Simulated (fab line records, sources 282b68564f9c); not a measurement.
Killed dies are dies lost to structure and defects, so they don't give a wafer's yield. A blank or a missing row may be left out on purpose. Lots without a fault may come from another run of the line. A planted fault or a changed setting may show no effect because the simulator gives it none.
fab line records | flow rit_cmos
record lots=14 wafers=42 last_day=6
route steps=202 shown NRETRO@61
lots that met no fault: from a run of the same line without faults
start_h: hours from the record's first day to the start of the lot's first wafer shown | wait_h: hours since the lot's step before | " the same as in the row above | L1.1+2: a row that stands for several wafers | - no value, or no start given | * or withheld: withheld | < > ~ a bound
route shown NAME@n: a module of which the file shows steps, and the number in the route of the first | usual: mean/standard deviation of fault-free wafers | same: alike in all rows | chamber/n: place in a boat | sites: the reading at each site | _std_site: their standard deviation | _edge_site: outer sites' mean less inner sites' | radius_mm: how far each site lies from the wafer's centre | mask NAME#n: copy n | behind: the tool/chamber that last shaped the wafer | hold: why the lot was held/for how many hours/how that ended | device: the transistor (n, p or np) that didn't switch | end of line: the same wafers' tests at the end of the route | a step without rows: its recipe alone | killed: dies lost to structure and defects at the first sort, not the wafer's yield | map: a wafer's dies, x killed, . not, _ none there
set.NAME: the setting as run; set.NAME@STEP: as run at that earlier step | model.NAME: the simulator's own value behind a step, which no gauge read
steps of the route over a sample of lots; a table a step, a row a wafer
services: from which hour (start_h, from the record's first day; less than 0 if before it) a tool's chamber was out of use, for how many hours, and why
## steps
# step RIT_NRETRO_IMPLANT_08
# recipe species=P energy_kev=70 dose_cm2=1e+13 tilt_deg=7
# usual implant_ion_amu=31/0
# columns lot.wafer tool chamber start_h wait_h implant_ion_amu
L424.1 implanter-03 0 29.81 0.2 31
L424.3 " 0 " " 31
L424.5 " 0 " " 31
L425.1 implanter-02 0 34.42 0.2 31
L425.2 " 0 " " 31
L425.4 " 0 " " 31
L426.3 implanter-02 0 40.81 0.2 31
L426.5 " 0 " " 31
L426.6 " 0 " " 31
L427.3 implanter-03 0 45.17 0.2 31
L427.4 " 0 " " 31
L427.6 " 0 " " 31
L428.1 implanter-03 0 51.04 0.2 31
L428.2 " 0 " " 31
L428.3 " 0 " " 31
L429.3 implanter-02 0 54.28 0.2 31
L429.4 " 0 " " 31
L429.5 " 0 " " 31
L430.4 implanter-01 0 60.20 0.2 31
L430.5 " 0 " " 31
L430.6 " 0 " " 31
L431.1 implanter-02 0 65.51 0.2 31
L431.3 " 0 " " 31
L431.6 " 0 " " 31
L432.2 implanter-01 0 71.74 0.2 31
L432.4 " 0 " " 31
L432.5 " 0 " " 31
L435.1 implanter-01 0 88.16 0.2 31
L435.4 " 0 " " 31
L435.5 " 0 " " 31
L436.1 implanter-01 0 97.89 0.2 11
L436.2 " 0 " " 11
L436.6 " 0 " " 11
L437.2 implanter-01 0 101.58 0.2 11
L437.4 " 0 " " 11
L437.5 " 0 " " 11
L438.1 implanter-02 0 104.43 0.2 11
L438.2 " 0 " " 11
L438.3 " 0 " " 11
L439.2 implanter-03 0 109.24 0.2 11
L439.3 " 0 " " 11
L439.6 " 0 " " 11
# step RIT_NRETRO_TW_MEAS_10
# usual NRETRO_TW=1040/14
# columns lot.wafer tool chamber start_h wait_h hold NRETRO_TW
L424.1 film_metro-01 - 30.13 0.1 - 1030
L424.3 " - " " - 1032
L424.5 " - " " - 1029
L425.1 film_metro-02 - 34.75 0.1 - 1040
L425.2 " - " " - 1035
L425.4 " - " " - 1036
L426.3 film_metro-04 - 41.11 0.1 - 1046
L426.5 " - " " - 1048
L426.6 " - " " - 1041
L427.3 film_metro-02 - 45.46 0.1 - 1035
L427.4 " - " " - 1039
L427.6 " - " " - 1036
L428.1 film_metro-02 - 51.37 0.1 - 1038
L428.2 " - " " - 1035
L428.3 " - " " - 1040
L429.3 film_metro-02 - 54.57 0.1 - 1041
L429.4 " - " " - 1033
L429.5 " - " " - 1038
L430.4 film_metro-01 - 60.48 0.1 - 1026
L430.5 " - " " - 1030
L430.6 " - " " - 1024
L431.1 film_metro-04 - 65.83 0.1 - 1062
L431.3 " - " " - 1057
L431.6 " - " " - 1055
L432.2 film_metro-02 - 72.05 0.1 - 1036
L432.4 " - " " - 1036
L432.5 " - " " - 1037
L435.1 film_metro-04 - 88.49 0.1 - 1068
L435.4 " - " " - 1060
L435.5 " - " " - 1064
L436.1 film_metro-01 - 98.21 0.1 await_dispo/0.2h/release 465
L436.2 " - " " await_dispo/0.2h/release 464
L436.6 " - " " await_dispo/0.2h/release 464
L436.1 film_metro-01 - 98.44 0.2 - 466
L436.2 " - " " - 464
L436.6 " - " " - 464
L437.2 film_metro-01 - 101.89 0.1 await_dispo/0.2h/release 466
L437.4 " - " " await_dispo/0.2h/release 467
L437.5 " - " " await_dispo/0.2h/release 465
L437.2 film_metro-01 - 102.12 0.2 - 468
L437.4 " - " " - 466
L437.5 " - " " - 464
L438.1 film_metro-02 - 104.75 0.1 await_dispo/0.2h/release 472
L438.2 " - " " await_dispo/0.2h/release 474
L438.3 " - " " await_dispo/0.2h/release 474
L438.1 film_metro-02 - 104.98 0.2 - 471
L438.2 " - " " - 474
L438.3 " - " " - 470
L439.2 film_metro-04 - 109.55 0.1 await_dispo/0.2h/release 479
L439.3 " - " " await_dispo/0.2h/release 478
L439.6 " - " " await_dispo/0.2h/release 480
L439.2 film_metro-04 - 109.78 0.2 - 479
L439.3 " - " " - 479
L439.6 " - " " - 481
## services
# columns tool chamber start_h hours kind
implanter-02 - 11.46 0.5 repair
implanter-02 - 30.09 2.3 repair
implanter-03 - 32.62 2.5 repair
implanter-02 - 43.46 4.7 pm
## key
first_sign step=RIT_NRETRO_IMPLANT_08 reading=implant_ion_amu direction=down sigmas=99+ usual=31 struck=11
effect step=RIT_NRETRO_TW_MEAS_10 reading=visit direction=added
effect step=RIT_NRETRO_TW_MEAS_10 reading=NRETRO_TW direction=down sigmas=41 usual=1040 struck=471
met_at RIT_NRETRO_IMPLANT_08
struck_lots L436,L437,L438,L439
sort_left_out L436.1,L436.2,L436.6,L437.2,L437.4,L437.5,L438.1,L438.2,L438.3,L439.2,L439.3,L439.6
tester_left_out L436,L437,L438,L439
onset_between 88.16 97.89
fault kind=wrong_recipe_download tool=implanter-01,implanter-02,implanter-03 chamber=- onset_h=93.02 steps=RIT_NRETRO_IMPLANT_08 wrong_recipe.not_listed=1
# tester_left_out: of these lots the tester's yield and bins aren't shown, on N5 and GAA mostly nor the transistor test; their killed dies are dies lost to structure and defects alone, not to doping, threshold or leakage, so they don't give the yield
# sort_left_out: the simulated sort isn't trusted on such a fault, so these wafers' sort isn't shown, and their yield isn't known
